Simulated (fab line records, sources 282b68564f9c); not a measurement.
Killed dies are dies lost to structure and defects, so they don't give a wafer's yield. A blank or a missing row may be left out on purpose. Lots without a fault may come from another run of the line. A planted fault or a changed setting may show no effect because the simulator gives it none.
A struck lot beside a sound one | flow rit_cmos | 16 steps out of a route of 202
Sound: wafers L784.1, L784.3, L784.5. Struck: wafers L791.1, L791.2, L791.5. The cause comes at the end.
At each step with rows: each side's tool, then ch and its chambers, then its first start. Under that, the readings that differ: sound wafers | struck wafers | difference of the means | sigmas: that difference in standard deviations of wafers without a fault.
alike: readings whose means differ by less than 2 such deviations, and words and numbers that are the same on both sides. not compared: withheld readings, readings that some wafer has no value for, bounds like >300 that may hide the same value, and numbers for which the record gives no deviation and whose values overlap.
The two part at a step that has a row with sigmas, a row that says differs or no value, or rows on one side only. Numbers that don't overlap but have no deviation are shown without sigmas and don't part them. A reading that every wafer of one side lacks parts them only if that side has two wafers or more.

first, 2 steps without rows for these wafers: RIT_NRETRO_HARDBAKE_07 (time 120 s); RIT_NRETRO_IMPLANT_08.
RIT_NRETRO_STRIP_09: strips in O2, time 180 s.
  sound on plasma_asher-03 ch 0,1, day 4 02:17; struck on plasma_asher-02 ch 0,1, day 5 14:12
  alike: drypump_motor_current_A
  not compared: rf_hours_counter_h
RIT_NRETRO_TW_MEAS_10:
  sound on film_metro-02, day 4 02:28; struck on film_metro-03, day 5 14:22
  alike: NRETRO_TW
then, 6 steps without rows for these wafers: RIT_PRETRO_HMDS_00 (prime time 60 s); RIT_PRETRO_COAT_01 (resist thk 1300 nm); RIT_PRETRO_SOFTBAKE_02 (time 60 s); RIT_PRETRO_EXPOSE_03 (exposes mask M5, target cd 43700 nm); RIT_PRETRO_PEB_04; RIT_PRETRO_DEVELOP_05 (develop time 65.46 s).
RIT_PRETRO_OVL_MEAS_06:
  sound on overlay-01, day 4 03:31; struck on overlay-01, day 5 15:26
  reading         | sound        | struck         | difference | sigmas
  PRETRO_OVL (nm) | 1.2 2.4 -0.6 | -1.9 -2.5 -1.6 | -3.0       | -2
then, 1 step without rows for these wafers: RIT_PRETRO_HARDBAKE_07 (time 120 s).
RIT_PRETRO_IMPLANT_08:
  sound on implanter-01 ch 0, day 4 03:49; struck on implanter-01 ch 0, day 5 15:43
  reading            | sound                            | struck                        | difference | sigmas
  dose_ions_cm2      | 1.2003e+13 1.1989e+13 1.2001e+13 | 8.711e+12 8.688e+12 8.661e+12 | -3.311e+12 | -99 or more
  faraday_current_uA | 37.7 38.4 36.9                   | 27.1 27.8 27.4                | -10.2      | -14
  alike: end_station_pressure_torr
RIT_PRETRO_STRIP_09: strips in O2, time 180 s.
  sound on plasma_asher-03 ch 0,1, day 4 03:58; struck on plasma_asher-02 ch 0,1, day 5 15:52
  alike: drypump_motor_current_A
  not compared: rf_hours_counter_h
RIT_PRETRO_TW_MEAS_10:
  sound on film_metro-02, day 4 04:08; struck on film_metro-04, day 5 16:20
  reading   | sound             | struck            | difference | sigmas
  PRETRO_TW | 471.1 473.0 470.7 | 430.2 427.6 427.1 | -43.3      | -15
  not compared: hold
RIT_M1_PROBE_99:
  the record has rows for the sound wafers here (prober-02, day 5 10:34) and none for the struck ones

WHERE THEY PART
First at RIT_PRETRO_OVL_MEAS_06; last, within this record, at RIT_M1_PROBE_99.

WHY: what the simulator had put in
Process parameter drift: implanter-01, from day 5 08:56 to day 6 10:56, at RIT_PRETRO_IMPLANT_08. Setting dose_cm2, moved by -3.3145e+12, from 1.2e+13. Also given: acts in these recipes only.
